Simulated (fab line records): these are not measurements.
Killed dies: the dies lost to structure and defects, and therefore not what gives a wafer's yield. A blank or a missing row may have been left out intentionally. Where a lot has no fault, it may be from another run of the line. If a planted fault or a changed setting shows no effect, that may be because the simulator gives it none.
The tool behind it: which one? || flow berkeley cmos170 || Sampling: 14 lots, 42 wafers, 6 of 331 route steps

WHAT EACH GAUGE READ, for each wafer
UCB170_V1_OVL_MEAS_13.
{"lot": "L570", "measured": "day 8 14:17", "on": "overlay-01", "V1_OVL (nm)": "2 -1 2"}
{"lot": "L571", "measured": "day 8 15:44", "on": "overlay-02", "V1_OVL (nm)": "5 6 4"}
{"lot": "L573", "measured": "day 8 21:19", "on": "overlay-02", "V1_OVL (nm)": "1 -1 2"}
{"lot": "L574", "measured": "day 8 22:45", "on": "overlay-01", "V1_OVL (nm)": "1 5 9"}
{"lot": "L572", "measured": "day 8 23:01", "on": "overlay-01", "V1_OVL (nm)": "10 5 2"}
{"lot": "L578", "measured": "day 10 03:50", "on": "overlay-01", "V1_OVL (nm)": "-2 0 2"}
{"lot": "L581", "measured": "day 10 04:08", "on": "overlay-02", "V1_OVL (nm)": "15 13 9"}
{"lot": "L582", "measured": "day 10 17:31", "on": "overlay-01", "V1_OVL (nm)": "2 6 6"}
{"lot": "L583", "measured": "day 11 15:04", "on": "overlay-02", "V1_OVL (nm)": "8 4 10"}
{"lot": "L584", "measured": "day 11 18:49", "on": "overlay-02", "V1_OVL (nm)": "0 4 4"}
{"lot": "L587", "measured": "day 12 05:33", "on": "overlay-02", "V1_OVL (nm)": "3 -6 -4"}
{"lot": "L589", "measured": "day 12 05:50", "on": "overlay-02", "V1_OVL (nm)": "-5 -7 -6"}
{"lot": "L590", "measured": "day 12 21:34", "on": "overlay-01", "V1_OVL (nm)": "5 3 3"}
{"lot": "L591", "measured": "day 12 21:00", "on": "overlay-02", "V1_OVL (nm)": "-2 2 3"}

UCB170_M3_CD_MEAS_90 targets a cd of 700 nm.
{"lot": "L570", "measured": "day 8 22:59", "on": "cd sem-02", "cd nm (nm)": "699 697 698"}
{"lot": "L571", "measured": "day 9 00:24", "on": "cd sem-02", "cd nm (nm)": "701 698 702"}
{"lot": "L573", "measured": "day 9 06:07", "on": "cd sem-02", "cd nm (nm)": "698 707 698"}
{"lot": "L574", "measured": "day 9 06:35", "on": "cd sem-01", "cd nm (nm)": "695 702 697"}
{"lot": "L572", "measured": "day 9 07:26", "on": "cd sem-01", "cd nm (nm)": "695 699 696"}
{"lot": "L578", "measured": "day 10 12:58", "on": "cd sem-01", "cd nm (nm)": "717 717 720"}
{"lot": "L581", "measured": "day 10 14:24", "on": "cd sem-01", "cd nm (nm)": "716 712 721"}
{"lot": "L582", "measured": "day 11 04:08", "on": "cd sem-01", "cd nm (nm)": "699 696 698"}
{"lot": "L583", "measured": "day 12 01:12", "on": "cd sem-01", "cd nm (nm)": "696 696 694"}
{"lot": "L584", "measured": "day 12 03:22", "on": "cd sem-02", "cd nm (nm)": "691 698 691"}
{"lot": "L587", "measured": "day 12 15:17", "on": "cd sem-02", "cd nm (nm)": "699 697 694"}
{"lot": "L589", "measured": "day 12 15:31", "on": "cd sem-01", "cd nm (nm)": "698 697 699"}
{"lot": "L590", "measured": "day 13 07:16", "on": "cd sem-02", "cd nm (nm)": "702 699 702"}
{"lot": "L591", "measured": "day 13 05:22", "on": "cd sem-01", "cd nm (nm)": "702 695 698"}

TOOL THAT RAN EACH LOT (tool first, then ch and the chambers of the sampled wafers, then the start)
{"lot": "L570", "UCB170_CONTACT_STRIP_06": "plasma asher-03 ch 0,1, day 8 05:38", "UCB170_CONTACT_STRIP_19": "plasma asher-04 ch 0,1, day 8 07:20", "UCB170_M3_METAL_ETCH_18": "rie metal-02 ch 0,1, day 8 22:42", "UCB170_M3_STRIP_19": "plasma asher-02 ch 0,1, day 8 22:53"}
{"lot": "L571", "UCB170_CONTACT_STRIP_06": "plasma asher-04 ch 0,1, day 8 06:15", "UCB170_CONTACT_STRIP_19": "plasma asher-03 ch 0,1, day 8 08:08", "UCB170_M3_METAL_ETCH_18": "rie metal-01 ch 0, day 8 23:56", "UCB170_M3_STRIP_19": "plasma asher-02 ch 0,1, day 9 00:18"}
{"lot": "L573", "UCB170_CONTACT_STRIP_06": "plasma asher-02 ch 0,1, day 8 12:59", "UCB170_CONTACT_STRIP_19": "plasma asher-03 ch 0,1, day 8 15:40", "UCB170_M3_METAL_ETCH_18": "rie metal-01 ch 0,1, day 9 05:49", "UCB170_M3_STRIP_19": "plasma asher-02 ch 0,1, day 9 06:01"}
{"lot": "L574", "UCB170_CONTACT_STRIP_06": "plasma asher-04 ch 0,1, day 8 13:53", "UCB170_CONTACT_STRIP_19": "plasma asher-03 ch 0, day 8 16:13", "UCB170_M3_METAL_ETCH_18": "rie metal-03 ch 0,1, day 9 06:17", "UCB170_M3_STRIP_19": "plasma asher-03 ch 0,1, day 9 06:29"}
{"lot": "L572", "UCB170_CONTACT_STRIP_06": "plasma asher-03 ch 1, day 8 13:54", "UCB170_CONTACT_STRIP_19": "plasma asher-02 ch 1, day 8 16:30", "UCB170_M3_METAL_ETCH_18": "rie metal-02 ch 0,1, day 9 07:08", "UCB170_M3_STRIP_19": "plasma asher-01 ch 0,1, day 9 07:20"}
{"lot": "L578", "UCB170_CONTACT_STRIP_06": "plasma asher-02 ch 0,1, day 9 18:02", "UCB170_CONTACT_STRIP_19": "plasma asher-02 ch 0,1, day 9 19:43", "UCB170_M3_METAL_ETCH_18": "rie metal-01 ch 0,1, day 10 12:41", "UCB170_M3_STRIP_19": "plasma asher-02 ch 0,1, day 10 12:52"}
{"lot": "L581", "UCB170_CONTACT_STRIP_06": "plasma asher-04 ch 0,1, day 9 19:50", "UCB170_CONTACT_STRIP_19": "plasma asher-03 ch 0,1, day 9 21:37", "UCB170_M3_METAL_ETCH_18": "rie metal-01 ch 0,1, day 10 14:06", "UCB170_M3_STRIP_19": "plasma asher-02 ch 0,1, day 10 14:17"}
{"lot": "L582", "UCB170_CONTACT_STRIP_06": "plasma asher-03 ch 0,1, day 10 08:48", "UCB170_CONTACT_STRIP_19": "plasma asher-02 ch 0,1, day 10 11:40", "UCB170_M3_METAL_ETCH_18": "rie metal-02 ch 0,1, day 11 03:52", "UCB170_M3_STRIP_19": "plasma asher-03 ch 0,1, day 11 04:02"}
{"lot": "L583", "UCB170_CONTACT_STRIP_06": "plasma asher-04 ch 0,1, day 11 06:12", "UCB170_CONTACT_STRIP_19": "plasma asher-03 ch 0,1, day 11 07:46", "UCB170_M3_METAL_ETCH_18": "rie metal-02 ch 0,1, day 12 00:55", "UCB170_M3_STRIP_19": "plasma asher-03 ch 0,1, day 12 01:06"}
{"lot": "L584", "UCB170_CONTACT_STRIP_06": "plasma asher-03 ch 0,1, day 11 07:18", "UCB170_CONTACT_STRIP_19": "plasma asher-04 ch 0,1, day 11 09:00", "UCB170_M3_METAL_ETCH_18": "rie metal-03 ch 0,1, day 12 03:04", "UCB170_M3_STRIP_19": "plasma asher-01 ch 0,1, day 12 03:15"}
{"lot": "L587", "UCB170_CONTACT_STRIP_06": "plasma asher-02 ch 0,1, day 11 19:38", "UCB170_CONTACT_STRIP_19": "plasma asher-04 ch 0,1, day 11 21:35", "UCB170_M3_METAL_ETCH_18": "rie metal-02 ch 0,1, day 12 15:01", "UCB170_M3_STRIP_19": "plasma asher-02 ch 0,1, day 12 15:11"}
{"lot": "L589", "UCB170_CONTACT_STRIP_06": "plasma asher-03 ch 0, day 11 19:43", "UCB170_CONTACT_STRIP_19": "plasma asher-04 ch 0,1, day 11 22:08", "UCB170_M3_METAL_ETCH_18": "rie metal-03 ch 1, day 12 15:13", "UCB170_M3_STRIP_19": "plasma asher-01 ch 1, day 12 15:24"}
{"lot": "L590", "UCB170_CONTACT_STRIP_06": "plasma asher-02 ch 0,1, day 12 12:34", "UCB170_CONTACT_STRIP_19": "plasma asher-04 ch 0,1, day 12 14:52", "UCB170_M3_METAL_ETCH_18": "rie metal-02 ch 0,1, day 13 06:58", "UCB170_M3_STRIP_19": "plasma asher-02 ch 0,1, day 13 07:10"}
{"lot": "L591", "UCB170_CONTACT_STRIP_06": "plasma asher-03 ch 0,1, day 12 12:34", "UCB170_CONTACT_STRIP_19": "plasma asher-02 ch 0,1, day 12 14:44", "UCB170_M3_METAL_ETCH_18": "rie metal-03 ch 0,1, day 13 05:04", "UCB170_M3_STRIP_19": "plasma asher-02 ch 0,1, day 13 05:16"}
- UCB170_CONTACT_STRIP_06: strips in O2.
- UCB170_CONTACT_STRIP_19: strips in O2.
- UCB170_M3_METAL_ETCH_18: etches Al in Cl2/BCl3, stops on SiO2, target depth 1170 nm, time 195 s.
- UCB170_M3_STRIP_19: strips in O2.

AS READ BY THE TOOLS THEMSELVES (means over the sampled wafers that have a number; for cases with no such wafer, the mark the record gives instead)
UCB170_CONTACT_STRIP_06.
{"lot": "L570", "tool": "plasma asher-03", "chamber pressure mTorr (mTorr)": 3500, "drypump motor current A (A)": 5.4, "oes product au (a.u.)": 0.732, "strip time to endpoint s (s)": 21.97}
{"lot": "L571", "tool": "plasma asher-04", "chamber pressure mTorr (mTorr)": 3498, "drypump motor current A (A)": 5.4, "oes product au (a.u.)": 0.731, "strip time to endpoint s (s)": 21.88}
{"lot": "L573", "tool": "plasma asher-02", "chamber pressure mTorr (mTorr)": 3503, "drypump motor current A (A)": 5.1, "oes product au (a.u.)": 0.737, "strip time to endpoint s (s)": 22.06}
{"lot": "L574", "tool": "plasma asher-04", "chamber pressure mTorr (mTorr)": 3500, "drypump motor current A (A)": 5.5, "oes product au (a.u.)": 0.730, "strip time to endpoint s (s)": 21.95}
{"lot": "L572", "tool": "plasma asher-03", "chamber pressure mTorr (mTorr)": 3500, "drypump motor current A (A)": 5.7, "oes product au (a.u.)": 0.735, "strip time to endpoint s (s)": 22.03}
{"lot": "L578", "tool": "plasma asher-02", "chamber pressure mTorr (mTorr)": 3502, "drypump motor current A (A)": 5.1, "oes product au (a.u.)": 0.734, "strip time to endpoint s (s)": 21.95}
{"lot": "L581", "tool": "plasma asher-04", "chamber pressure mTorr (mTorr)": 3501, "drypump motor current A (A)": 5.5, "oes product au (a.u.)": 0.731, "strip time to endpoint s (s)": 22.05}
{"lot": "L582", "tool": "plasma asher-03", "chamber pressure mTorr (mTorr)": 3501, "drypump motor current A (A)": 5.2, "oes product au (a.u.)": 0.732, "strip time to endpoint s (s)": 22.05}
{"lot": "L583", "tool": "plasma asher-04", "chamber pressure mTorr (mTorr)": 3502, "drypump motor current A (A)": 5.4, "oes product au (a.u.)": 0.736, "strip time to endpoint s (s)": 21.98}
{"lot": "L584", "tool": "plasma asher-03", "chamber pressure mTorr (mTorr)": 3501, "drypump motor current A (A)": 5.4, "oes product au (a.u.)": 0.734, "strip time to endpoint s (s)": 21.96}
{"lot": "L587", "tool": "plasma asher-02", "chamber pressure mTorr (mTorr)": 3499, "drypump motor current A (A)": 5.1, "oes product au (a.u.)": 0.733, "strip time to endpoint s (s)": 22.06}
{"lot": "L589", "tool": "plasma asher-03", "chamber pressure mTorr (mTorr)": 3499, "drypump motor current A (A)": 4.9, "oes product au (a.u.)": 0.738, "strip time to endpoint s (s)": 21.92}
{"lot": "L590", "tool": "plasma asher-02", "chamber pressure mTorr (mTorr)": 3501, "drypump motor current A (A)": 5.2, "oes product au (a.u.)": 0.734, "strip time to endpoint s (s)": 22.04}
{"lot": "L591", "tool": "plasma asher-03", "chamber pressure mTorr (mTorr)": 3498, "drypump motor current A (A)": 5.2, "oes product au (a.u.)": 0.736, "strip time to endpoint s (s)": 21.95}

UCB170_CONTACT_STRIP_19.
{"lot": "L570", "tool": "plasma asher-04", "chamber pressure mTorr (mTorr)": 3499, "drypump motor current A (A)": 5.48, "oes product au (a.u.)": 0.725}
{"lot": "L571", "tool": "plasma asher-03", "chamber pressure mTorr (mTorr)": 3502, "drypump motor current A (A)": 5.42, "oes product au (a.u.)": 0.722}
{"lot": "L573", "tool": "plasma asher-03", "chamber pressure mTorr (mTorr)": 3501, "drypump motor current A (A)": 5.42, "oes product au (a.u.)": 0.727}
{"lot": "L574", "tool": "plasma asher-03", "chamber pressure mTorr (mTorr)": 3498, "drypump motor current A (A)": 4.87, "oes product au (a.u.)": 0.722}
{"lot": "L572", "tool": "plasma asher-02", "chamber pressure mTorr (mTorr)": 3500, "drypump motor current A (A)": 5.08, "oes product au (a.u.)": 0.723}
{"lot": "L578", "tool": "plasma asher-02", "chamber pressure mTorr (mTorr)": 3501, "drypump motor current A (A)": 5.14, "oes product au (a.u.)": 0.718}
{"lot": "L581", "tool": "plasma asher-03", "chamber pressure mTorr (mTorr)": 3505, "drypump motor current A (A)": 5.41, "oes product au (a.u.)": 0.721}
{"lot": "L582", "tool": "plasma asher-02", "chamber pressure mTorr (mTorr)": 3502, "drypump motor current A (A)": 5.15, "oes product au (a.u.)": 0.725}
{"lot": "L583", "tool": "plasma asher-03", "chamber pressure mTorr (mTorr)": 3499, "drypump motor current A (A)": 5.43, "oes product au (a.u.)": 0.724}
{"lot": "L584", "tool": "plasma asher-04", "chamber pressure mTorr (mTorr)": 3499, "drypump motor current A (A)": 5.46, "oes product au (a.u.)": 0.728}
{"lot": "L587", "tool": "plasma asher-04", "chamber pressure mTorr (mTorr)": 3498, "drypump motor current A (A)": 5.44, "oes product au (a.u.)": 0.727}
{"lot": "L589", "tool": "plasma asher-04", "chamber pressure mTorr (mTorr)": 3502, "drypump motor current A (A)": 5.43, "oes product au (a.u.)": 0.721}
{"lot": "L590", "tool": "plasma asher-04", "chamber pressure mTorr (mTorr)": 3503, "drypump motor current A (A)": 5.44, "oes product au (a.u.)": 0.722}
{"lot": "L591", "tool": "plasma asher-02", "chamber pressure mTorr (mTorr)": 3499, "drypump motor current A (A)": 5.09, "oes product au (a.u.)": 0.725}

UCB170_M3_METAL_ETCH_18.
{"lot": "L570", "tool": "rie metal-02", "chamber pressure mTorr (mTorr)": 11.996, "drypump motor current A (A)": 6.1, "oes product au (a.u.)": 0.854, "throttle valve pct (%)": 24.38}
{"lot": "L571", "tool": "rie metal-01", "chamber pressure mTorr (mTorr)": 12.006, "drypump motor current A (A)": 5.1, "oes product au (a.u.)": 0.835, "throttle valve pct (%)": 24.07}
{"lot": "L573", "tool": "rie metal-01", "chamber pressure mTorr (mTorr)": 11.995, "drypump motor current A (A)": 5.2, "oes product au (a.u.)": 0.847, "throttle valve pct (%)": 24.32}
{"lot": "L574", "tool": "rie metal-03", "chamber pressure mTorr (mTorr)": 12.005, "drypump motor current A (A)": 5.8, "oes product au (a.u.)": 0.847, "throttle valve pct (%)": 24.49}
{"lot": "L572", "tool": "rie metal-02", "chamber pressure mTorr (mTorr)": 11.995, "drypump motor current A (A)": 6.0, "oes product au (a.u.)": 0.857, "throttle valve pct (%)": 24.38}
{"lot": "L578", "tool": "rie metal-01", "chamber pressure mTorr (mTorr)": 12.001, "drypump motor current A (A)": 5.1, "oes product au (a.u.)": 0.754, "throttle valve pct (%)": 24.24}
{"lot": "L581", "tool": "rie metal-01", "chamber pressure mTorr (mTorr)": 12.007, "drypump motor current A (A)": 5.2, "oes product au (a.u.)": 0.753, "throttle valve pct (%)": 24.37}
{"lot": "L582", "tool": "rie metal-02", "chamber pressure mTorr (mTorr)": 11.997, "drypump motor current A (A)": 6.0, "oes product au (a.u.)": 0.852, "throttle valve pct (%)": 24.40}
{"lot": "L583", "tool": "rie metal-02", "chamber pressure mTorr (mTorr)": 12.000, "drypump motor current A (A)": 6.0, "oes product au (a.u.)": 0.845, "throttle valve pct (%)": 24.39}
{"lot": "L584", "tool": "rie metal-03", "chamber pressure mTorr (mTorr)": 11.996, "drypump motor current A (A)": 5.8, "oes product au (a.u.)": 0.853, "throttle valve pct (%)": 24.50}
{"lot": "L587", "tool": "rie metal-02", "chamber pressure mTorr (mTorr)": 11.997, "drypump motor current A (A)": 6.1, "oes product au (a.u.)": 0.852, "throttle valve pct (%)": 24.40}
{"lot": "L589", "tool": "rie metal-03", "chamber pressure mTorr (mTorr)": 11.996, "drypump motor current A (A)": 5.9, "oes product au (a.u.)": 0.853, "throttle valve pct (%)": 24.48}
{"lot": "L590", "tool": "rie metal-02", "chamber pressure mTorr (mTorr)": 11.997, "drypump motor current A (A)": 5.7, "oes product au (a.u.)": 0.852, "throttle valve pct (%)": 24.49}
{"lot": "L591", "tool": "rie metal-03", "chamber pressure mTorr (mTorr)": 11.992, "drypump motor current A (A)": 5.9, "oes product au (a.u.)": 0.849, "throttle valve pct (%)": 24.51}

UCB170_M3_STRIP_19.
{"lot": "L570", "tool": "plasma asher-02", "chamber pressure mTorr (mTorr)": 3501, "drypump motor current A (A)": 5.2, "oes product au (a.u.)": 0.549}
{"lot": "L571", "tool": "plasma asher-02", "chamber pressure mTorr (mTorr)": 3502, "drypump motor current A (A)": 5.1, "oes product au (a.u.)": 0.544}
{"lot": "L573", "tool": "plasma asher-02", "chamber pressure mTorr (mTorr)": 3502, "drypump motor current A (A)": 5.1, "oes product au (a.u.)": 0.550}
{"lot": "L574", "tool": "plasma asher-03", "chamber pressure mTorr (mTorr)": 3499, "drypump motor current A (A)": 5.4, "oes product au (a.u.)": 0.559}
{"lot": "L572", "tool": "plasma asher-01", "chamber pressure mTorr (mTorr)": 3501, "drypump motor current A (A)": 5.6, "oes product au (a.u.)": 0.551}
{"lot": "L578", "tool": "plasma asher-02", "chamber pressure mTorr (mTorr)": 3502, "drypump motor current A (A)": 5.1, "oes product au (a.u.)": 0.725}
{"lot": "L581", "tool": "plasma asher-02", "chamber pressure mTorr (mTorr)": 3501, "drypump motor current A (A)": 5.2, "oes product au (a.u.)": 0.723}
{"lot": "L582", "tool": "plasma asher-03", "chamber pressure mTorr (mTorr)": 3498, "drypump motor current A (A)": 5.2, "oes product au (a.u.)": 0.538}
{"lot": "L583", "tool": "plasma asher-03", "chamber pressure mTorr (mTorr)": 3499, "drypump motor current A (A)": 5.4, "oes product au (a.u.)": 0.546}
{"lot": "L584", "tool": "plasma asher-01", "chamber pressure mTorr (mTorr)": 3501, "drypump motor current A (A)": 5.6, "oes product au (a.u.)": 0.541}
{"lot": "L587", "tool": "plasma asher-02", "chamber pressure mTorr (mTorr)": 3500, "drypump motor current A (A)": 5.1, "oes product au (a.u.)": 0.550}
{"lot": "L589", "tool": "plasma asher-01", "chamber pressure mTorr (mTorr)": 3500, "drypump motor current A (A)": 5.7, "oes product au (a.u.)": 0.552}
{"lot": "L590", "tool": "plasma asher-02", "chamber pressure mTorr (mTorr)": 3503, "drypump motor current A (A)": 5.1, "oes product au (a.u.)": 0.562}
{"lot": "L591", "tool": "plasma asher-02", "chamber pressure mTorr (mTorr)": 3499, "drypump motor current A (A)": 5.1, "oes product au (a.u.)": 0.539}

THE ANSWER, worked out from the rows above alone
Rule: what is usual is taken from the lots themselves. Put in order of their means at a reading, lots are off if they are a third of the lots or fewer, leave a main group of 4 or more, and stand apart from it by a gap of 3 or more times the standard deviation of the main group's means; of several such gaps the widest counts. A main group is skipped when, at the precision printed for the reading in the tables above, its means are all equal. Also off: a lot with no number at a reading for which 4 or more lots have one. Any other lot the step has rows for is counted as sound. First the gauges in route order, then the tools' own readings, where a lot's mean is used as printed above. At the first step where some lot is off, the reading lying furthest off is the one used; lots without a number count as furthest.
Off: L578, L581, at UCB170_M3_CD_MEAS_90 (cd nm). The main group: mean 698 nm, standard deviation 2.2.
A tool fits if, at a process step before that reading, it ran every lot that is off, and no sound lot after the first of them. The gauges at UCB170_M3_CD_MEAS_90 aren't tried: what is off there is off at UCB170_M3_METAL_ETCH_18 too, on other tools, and a gauge's error can't cause that. One candidate fits, namely rie metal-01 at UCB170_M3_METAL_ETCH_18. A fault onset in the window from L573 (day 9 05:49, its last sound lot) to L578 (day 10 12:41, its first lot off) fits.
On the lots that are off, the tool's own readings at UCB170_M3_METAL_ETCH_18 differ by more than 5 times the standard deviation of the sound lots' means, which bears it out; oes product au reads 0.754 a.u. there versus 0.850 a.u. on the sound lots.

WHAT THE SIMULATOR PUT IN
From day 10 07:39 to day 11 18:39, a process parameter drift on rie metal-01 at UCB170_M3_METAL_ETCH_18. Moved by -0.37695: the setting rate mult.
Lots struck among those shown: L578, L581. The rule above reached the same finding.
